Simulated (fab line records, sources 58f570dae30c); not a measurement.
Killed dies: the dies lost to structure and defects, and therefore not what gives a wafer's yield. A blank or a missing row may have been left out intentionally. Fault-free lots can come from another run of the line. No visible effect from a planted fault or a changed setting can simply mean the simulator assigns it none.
fab line records | flow berkeley_cmos170
record: lots: 7 | wafers: 21 | last_day: 11
route steps=331 shown M2@290 V2@292
lots that met no fault: taken from a fault-free run of the same line
start_h: the number of hours between the record's first day and the start of the first shown wafer of the lot | wait_h: time in hours since the lot's previous step | " unchanged from the row above | L1.1+2: one row covering several wafers at once | - no value present, or no start provided | * or withheld: withheld | < > ~ a bound
route shown NAME@n: NAME is a module with steps in the file, n the number in the route of the first one | usual: mean and standard deviation over wafers with no fault | same: alike in all rows | chamber/n: place in a boat | sites: the reading at each site | _std_site: how widely they spread, as a standard deviation | _edge_site: inner sites' mean taken away from outer sites' mean | radius_mm: for every site, how far away it sits from the centre of the wafer | mask NAME#n: copy n | behind: tool/chamber where the wafer was last shaped | hold: what put the lot on hold/how long, in hours/how the hold closed | device: which transistor (n, p or np) failed to switch | end of line: tests of these same wafers at the route's end | for a step that has no rows: nothing shown but its recipe | killed: not the wafer's yield, but the dies lost to structure and defects at the first sort | map: dies across one wafer; x = killed, . = not, _ = none there
set.NAME: the setting as run; set.NAME@STEP: as run at that earlier step | model.NAME: the simulator's own value behind a step, which no gauge read
lots seen at some steps along the route; tables by step, rows by wafer
services: the hour from which a tool's chamber was out of use, counted from the record's first day as start_h (under 0 if before that day), plus the number of hours and why
== steps ==
step: UCB170_M2_STRIP_19
recipe: chemistry: O2 | power_w: 400 | pressure_mtorr: 3500 | platen_temp_c: withheld | o2_flow_sccm: 400 | overash_fraction: 0.5
usual: drypump_motor_current_A: 5.6/0.35 | oes_product_au: 0.534/0.018
lot.wafer | tool            | chamber | start_h | wait_h | drypump_motor_current_A | oes_product_au | rf_hours_counter_h
L716.1    | plasma_asher-01 | 1       | 158.41  | 0.1    | 6.0                     | 0.535          | 40
L716.2    | "               | 0       | "       | "      | 5.5                     | 0.498          | 40
L716.4    | "               | 0       | "       | "      | 5.5                     | 0.529          | -
L723.1    | plasma_asher-02 | 1       | 201.21  | 0.1    | 5.0                     | 0.531          | 51
L723.3    | "               | 1       | "       | "      | 5.1                     | 0.554          | -
L723.6    | "               | 0       | "       | "      | 5.8                     | 0.564          | -
L725.2    | plasma_asher-02 | 1       | 207.89  | 0.1    | 5.0                     | 0.549          | 51
L725.5    | "               | 0       | "       | "      | 5.8                     | 0.527          | -
L725.6    | "               | 1       | "       | "      | 5.0                     | 0.555          | -
L726.1    | plasma_asher-02 | 0       | 212.98  | 0.1    | 5.8                     | 0.552          | 52
L726.3    | "               | 1       | "       | "      | 5.0                     | 0.522          | -
L726.6    | "               | 0       | "       | "      | 5.8                     | 0.532          | -
L728.1    | plasma_asher-01 | 1       | 223.30  | 0.1    | 5.9                     | 0.542          | 47
L728.4    | "               | 1       | "       | "      | 5.9                     | 0.504          | -
L728.6    | "               | 1       | "       | "      | 6.0                     | 0.533          | -
L731.3    | plasma_asher-01 | 0       | 228.71  | 0.1    | 5.5                     | 0.549          | -
L731.4    | "               | 1       | "       | "      | 6.0                     | 0.535          | -
L731.6    | "               | 0       | "       | "      | 5.5                     | 0.553          | -
L736.1    | plasma_asher-01 | 1       | 263.26  | 0.1    | 6.0                     | 0.556          | 51
L736.3    | "               | 0       | "       | "      | 5.5                     | 0.542          | -
L736.6    | "               | 0       | "       | "      | 5.6                     | 0.537          | -
step: UCB170_M2_CD_MEAS_90
recipe: target_cd_nm: 700
usual: cd_nm: 703/4.2
lot.wafer | tool      | chamber | start_h | wait_h | cd_nm
L716.1    | cd_sem-01 | -       | 158.51  | 0.1    | 706
L716.2    | "         | -       | "       | "      | 697
L716.4    | "         | -       | "       | "      | 705
L723.1    | cd_sem-02 | -       | 201.31  | 0.1    | 708
L723.3    | "         | -       | "       | "      | 701
L723.6    | "         | -       | "       | "      | 703
L725.2    | cd_sem-02 | -       | 208.01  | 0.1    | 703
L725.5    | "         | -       | "       | "      | 706
L725.6    | "         | -       | "       | "      | 699
L726.1    | cd_sem-02 | -       | 213.08  | 0.1    | 699
L726.3    | "         | -       | "       | "      | 706
L726.6    | "         | -       | "       | "      | 705
L728.1    | cd_sem-02 | -       | 223.40  | 0.1    | 703
L728.4    | "         | -       | "       | "      | 699
L728.6    | "         | -       | "       | "      | 704
L731.3    | cd_sem-01 | -       | 228.81  | 0.1    | 702
L731.4    | "         | -       | "       | "      | 697
L731.6    | "         | -       | "       | "      | 706
L736.1    | cd_sem-02 | -       | 263.36  | 0.1    | 702
L736.3    | "         | -       | "       | "      | 703
L736.6    | "         | -       | "       | "      | 703
step: UCB170_V2_CVD_00
recipe: material: SiO2 | target_thk_nm: 2000 | temp_c: 390 | precursor: TEOS/O2 | time_s: 250 | rf_w: 550 | pressure_mtorr: 9000
usual: heater_power_w: 228/48 | susceptor_temp_C: 390.02/0.21
same: time_s: 250
lot.wafer | tool     | chamber | start_h | wait_h | heater_power_w | susceptor_temp_C
L716.1    | pecvd-04 | 1       | 158.63  | 0.1    | 242            | 390.22
L716.2    | "        | 0       | "       | "      | 277            | 390.61
L716.4    | "        | 0       | "       | "      | 198            | 390.50
L723.1    | pecvd-03 | 1       | 201.43  | 0.1    | 251            | 390.11
L723.3    | "        | 2       | "       | "      | 247            | 389.82
L723.6    | "        | 1       | "       | "      | 173            | 390.04
L725.2    | pecvd-04 | 1       | 208.11  | 0.1    | 242            | 390.18
L725.5    | "        | 2       | "       | "      | 205            | 389.91
L725.6    | "        | 0       | "       | "      | 286            | 390.17
L726.1    | pecvd-03 | 0       | 213.20  | 0.1    | 229            | 389.59
L726.3    | "        | 2       | "       | "      | 249            | 389.96
L726.6    | "        | 2       | "       | "      | 170            | 389.96
L728.1    | pecvd-04 | 1       | 223.52  | 0.1    | 295            | 390.07
L728.4    | "        | 2       | "       | "      | 206            | 389.99
L728.6    | "        | 0       | "       | "      | 200            | 389.84
L731.3    | pecvd-03 | 0       | 228.89  | 0.1    | 211            | 390.07
L731.4    | "        | 1       | "       | "      | 168            | 390.17
L731.6    | "        | 0       | "       | "      | 154            | 390.26
L736.1    | pecvd-04 | 1       | 263.48  | 0.1    | 267            | 389.66
L736.3    | "        | 0       | "       | "      | 234            | 390.10
L736.6    | "        | 2       | "       | "      | 257            | 390.17
step: UCB170_V2_THK_MEAS_01
recipe: reads: SiO2_of_V2_CVD_00
usual: V2_TEOS_THK: 2000/38
lot.wafer | tool          | chamber | start_h | wait_h | V2_TEOS_THK[nm]
L716.1    | film_metro-03 | -       | 158.79  | 0.1    | 1973
L716.2    | "             | -       | "       | "      | 1963
L716.4    | "             | -       | "       | "      | 1997
L723.1    | film_metro-03 | -       | 201.58  | 0.1    | 1973
L723.3    | "             | -       | "       | "      | 1994
L723.6    | "             | -       | "       | "      | 2014
L725.2    | film_metro-04 | -       | 208.27  | 0.1    | 1998
L725.5    | "             | -       | "       | "      | 2069
L725.6    | "             | -       | "       | "      | 2001
L726.1    | film_metro-01 | -       | 213.43  | 0.2    | 2029
L726.3    | "             | -       | "       | "      | 2012
L726.6    | "             | -       | "       | "      | 2007
L728.1    | film_metro-03 | -       | 223.68  | 0.1    | 1956
L728.4    | "             | -       | "       | "      | 2058
L728.6    | "             | -       | "       | "      | 1968
L731.3    | film_metro-03 | -       | 229.07  | 0.1    | 2048
L731.4    | "             | -       | "       | "      | 2024
L731.6    | "             | -       | "       | "      | 2071
L736.1    | film_metro-04 | -       | 263.64  | 0.1    | 1998
L736.3    | "             | -       | "       | "      | 1990
L736.6    | "             | -       | "       | "      | 2038
step: UCB170_V2_CMP_02
recipe: material: SiO2 | down_force_psi: 6 | platen_rpm: 60 | pad_velocity_m_s: 0.75398
usual: motor_current_A: 15.9/1.6 | slurry_filter_dp_kPa: 13.49/0.14
lot.wafer | tool   | chamber | start_h | wait_h | motor_current_A | slurry_filter_dp_kPa
L716.2    | cmp-01 | 2       | 158.85  | 0.0    | 14.5            | 13.65
L716.4    | "      | 3       | "       | "      | 16.1            | 13.26
L716.1    | "      | 0       | "       | "      | 17.9            | 13.41
L723.1    | cmp-02 | 3       | 201.64  | 0.1    | 16.7            | 13.49
L723.3    | "      | 0       | "       | "      | 15.5            | 13.24
L723.6    | "      | 3       | "       | "      | 16.2            | 13.62
L725.2    | cmp-02 | 0       | 208.32  | 0.0    | 16.9            | 13.32
L725.6    | "      | 0       | "       | "      | 16.4            | 13.50
L725.5    | "      | 1       | "       | "      | 14.2            | 13.63
L726.3    | cmp-01 | 0       | 213.49  | 0.0    | 16.9            | 13.72
L726.1    | "      | 3       | "       | "      | 16.6            | 13.63
L726.6    | "      | 0       | "       | "      | 16.8            | 13.67
L728.1    | cmp-01 | 1       | 223.74  | 0.1    | 13.3            | 13.52
L728.4    | "      | 2       | "       | "      | 13.8            | 13.29
L728.6    | "      | 2       | "       | "      | 13.9            | 13.51
L731.4    | cmp-02 | 1       | 229.21  | 0.1    | 14.3            | 13.57
L731.3    | "      | 2       | "       | "      | 17.7            | 13.58
L731.6    | "      | 3       | "       | "      | 16.3            | 13.52
L736.3    | cmp-02 | 2       | 264.41  | 0.7    | 17.7            | 13.79
L736.1    | "      | 3       | "       | "      | 16.6            | 13.64
L736.6    | "      | 3       | "       | "      | 17.3            | 13.52
step: UCB170_V2_BOW_MEAS_03
recipe: mode: bow
usual: V2_BOW: 38/6.2
lot.wafer | tool          | chamber | start_h | wait_h | V2_BOW[um]
L716.1    | film_metro-01 | -       | 159.15  | 0.1    | 42
L716.2    | "             | -       | "       | "      | 48
L716.4    | "             | -       | "       | "      | 41
L723.1    | film_metro-04 | -       | 201.94  | 0.2    | 31
L723.3    | "             | -       | "       | "      | 29
L723.6    | "             | -       | "       | "      | 38
L725.2    | film_metro-03 | -       | 208.64  | 0.3    | 49
L725.5    | "             | -       | "       | "      | 33
L725.6    | "             | -       | "       | "      | 34
L726.1    | film_metro-01 | -       | 213.79  | 0.1    | 29
L726.3    | "             | -       | "       | "      | 28
L726.6    | "             | -       | "       | "      | 34
L728.1    | film_metro-01 | -       | 224.04  | 0.2    | 31
L728.4    | "             | -       | "       | "      | 36
L728.6    | "             | -       | "       | "      | 30
L731.3    | film_metro-01 | -       | 229.45  | 0.1    | 43
L731.4    | "             | -       | "       | "      | 43
L731.6    | "             | -       | "       | "      | 39
L736.1    | film_metro-01 | -       | 264.71  | 0.2    | 32
L736.3    | "             | -       | "       | "      | 40
L736.6    | "             | -       | "       | "      | 41
step: UCB170_V2_THK_MEAS_04
recipe: reads: SiO2_of_V2_CVD_00
usual: V2_POLISHED_THK: 999.7/1.6
lot.wafer | tool          | chamber | start_h | wait_h | V2_POLISHED_THK[nm]
L716.1    | film_metro-01 | -       | 159.27  | 0.1    | 997.6
L716.2    | "             | -       | "       | "      | 1000.4
L716.4    | "             | -       | "       | "      | 999.5
L723.1    | film_metro-04 | -       | 202.06  | 0.1    | 1000.6
L723.3    | "             | -       | "       | "      | 998.4
L723.6    | "             | -       | "       | "      | 999.9
L725.2    | film_metro-03 | -       | 208.75  | 0.1    | 995.7
L725.5    | "             | -       | "       | "      | 1000.5
L725.6    | "             | -       | "       | "      | 997.0
L726.1    | film_metro-01 | -       | 213.91  | 0.1    | 1000.5
L726.3    | "             | -       | "       | "      | 997.2
L726.6    | "             | -       | "       | "      | 996.9
L728.1    | film_metro-01 | -       | 224.16  | 0.1    | 1001.2
L728.4    | "             | -       | "       | "      | 999.1
L728.6    | "             | -       | "       | "      | 999.2
L731.3    | film_metro-01 | -       | 229.55  | 0.1    | 1000.1
L731.4    | "             | -       | "       | "      | 1001.5
L731.6    | "             | -       | "       | "      | 1001.1
L736.1    | film_metro-01 | -       | 264.83  | 0.1    | 1000.7
L736.3    | "             | -       | "       | "      | 998.8
L736.6    | "             | -       | "       | "      | 1000.5
step: UCB170_V2_CLEAN_05
recipe: chemistry: DIW
step: UCB170_V2_HMDS_06
recipe: prime_time_s: 60 | prime_temp_c: 100
step: UCB170_V2_COAT_07
recipe: resist: KrF | spin_rpm: 1500 | resist_thk_nm: 900
step: UCB170_V2_SOFTBAKE_08
recipe: resist: KrF | temp_c: 130 | time_s: 60
step: UCB170_V2_EXPOSE_09
recipe: mask_id: VIA2 | target_cd_nm: 700 | na: 0.5 | sigma_outer: 0.6 | source_shape: conventional | dose_mj: 37
step: UCB170_V2_PEB_10
recipe: peb_temp_c: 130 | peb_time_s: withheld | resist: KrF
usual: chill_plate_temp_C: 22.99/0.1 | exhaust_pa: 44.9/0.95 | plate_temp_C: 129.98/0.13
lot.wafer | tool           | chamber | start_h | wait_h | chill_plate_temp_C | exhaust_pa | plate_temp_C
L716.1    | litho_track-02 | 0       | 160.43  | 0.1    | 22.96              | 45.0       | 130.15
L716.2    | "              | 0       | "       | "      | 23.01              | 45.3       | 129.89
L716.4    | "              | 0       | "       | "      | 22.99              | 45.1       | 129.95
L723.1    | litho_track-04 | 0       | 203.58  | 0.1    | 22.97              | 44.5       | 130.15
L723.3    | "              | 0       | "       | "      | 23.02              | 46.7       | 130.05
L723.6    | "              | 0       | "       | "      | 22.98              | 44.9       | 130.16
L725.2    | litho_track-03 | -       | 210.11  | 0.1    | -                  | -          | -
L725.5    | "              | -       | "       | "      | -                  | -          | -
L725.6    | "              | -       | "       | "      | -                  | -          | -
L726.1    | litho_track-02 | -       | 214.84  | 0.1    | -                  | -          | -
L726.3    | "              | -       | "       | "      | -                  | -          | -
L726.6    | "              | -       | "       | "      | -                  | -          | -
L728.1    | litho_track-03 | -       | 225.28  | 0.1    | -                  | -          | -
L728.4    | "              | -       | "       | "      | -                  | -          | -
L728.6    | "              | -       | "       | "      | -                  | -          | -
L731.3    | litho_track-03 | 0       | 230.51  | 0.1    | 23.00              | 44.2       | 129.90
L731.4    | "              | 0       | "       | "      | 23.00              | 44.5       | 129.90
L731.6    | "              | 0       | "       | "      | 23.04              | 44.8       | 129.86
L736.1    | litho_track-04 | 0       | 265.89  | 0.1    | 23.05              | 45.2       | 129.96
L736.3    | "              | 0       | "       | "      | 23.08              | 47.8       | 130.06
L736.6    | "              | 0       | "       | "      | 23.09              | 45.0       | 129.93
step: UCB170_V2_DEVELOP_11
recipe: developer: TMAH | develop_time_s: 45 | resist: KrF | dev_temp_c: 21
== services ==
tool            | chamber | start_h | hours | kind
pecvd-03        | -       | 135.50  | 14.0  | pm
pecvd-03        | 0       | 135.50  | 14.0  | vent_cycle
pecvd-03        | 1       | 135.50  | 14.0  | vent_cycle
cmp-02          | -       | 137.45  | 5.1   | repair
pecvd-04        | -       | 167.13  | 0.8   | repair
cmp-02          | -       | 178.44  | 0.6   | repair
cmp-02          | -       | 187.41  | 4.3   | pm
pecvd-03        | 1       | 211.69  | 5.3   | repair
cmp-02          | -       | 229.56  | 0.3   | repair
cmp-02          | -       | 231.84  | 2.2   | repair
cmp-02          | -       | 234.01  | 4.0   | pm
cmp-02          | -       | 238.01  | -     | consumable_replace:conditioner
cmp-02          | -       | 238.01  | -     | consumable_replace:pad
pecvd-04        | -       | 242.50  | 14.0  | pm
pecvd-04        | 0       | 242.50  | 14.0  | vent_cycle
pecvd-04        | 1       | 242.50  | 14.0  | vent_cycle
pecvd-04        | 2       | 242.50  | 14.0  | vent_cycle
pecvd-04        | -       | 243.67  | 0.7   | repair
plasma_asher-01 | -       | 243.73  | 4.2   | repair
plasma_asher-02 | -       | 254.93  | 1.8   | repair
cmp-02          | -       | 255.69  | 0.6   | repair
pecvd-04        | 0       | 256.50  | -     | clean
pecvd-04        | 1       | 256.50  | -     | clean
pecvd-04        | 2       | 256.50  | -     | clean
== key ==
first_sign: step: UCB170_V2_PEB_10 | reading: tool_record | direction: missing
effect none on later readings
met_at UCB170_V2_PEB_10
struck_wafers L725.2,L725.5,L725.6,L726.1,L726.3,L726.6,L728.1,L728.4,L728.6
later_rows_left_out L725.2,L725.5,L725.6,L726.1,L726.3,L726.6,L728.1,L728.4,L728.6
sort_left_out L725.2,L725.5,L725.6,L726.1,L726.3,L726.6,L728.1,L728.4,L728.6
onset_between 160.43 210.11
fault: kind: skipped_step_whole | tool: litho_track-02,litho_track-03 | chamber: - | onset_h: 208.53 | steps: UCB170_V2_PEB_10 | scope: struck_lots_only
sort_left_out: the simulated sort isn't trusted on such a fault, so these wafers' sort isn't shown, and their yield isn't known
later_rows_left_out: the simulator's readings of these wafers behind a module that went badly wrong aren't trusted and aren't shown, but for the sort
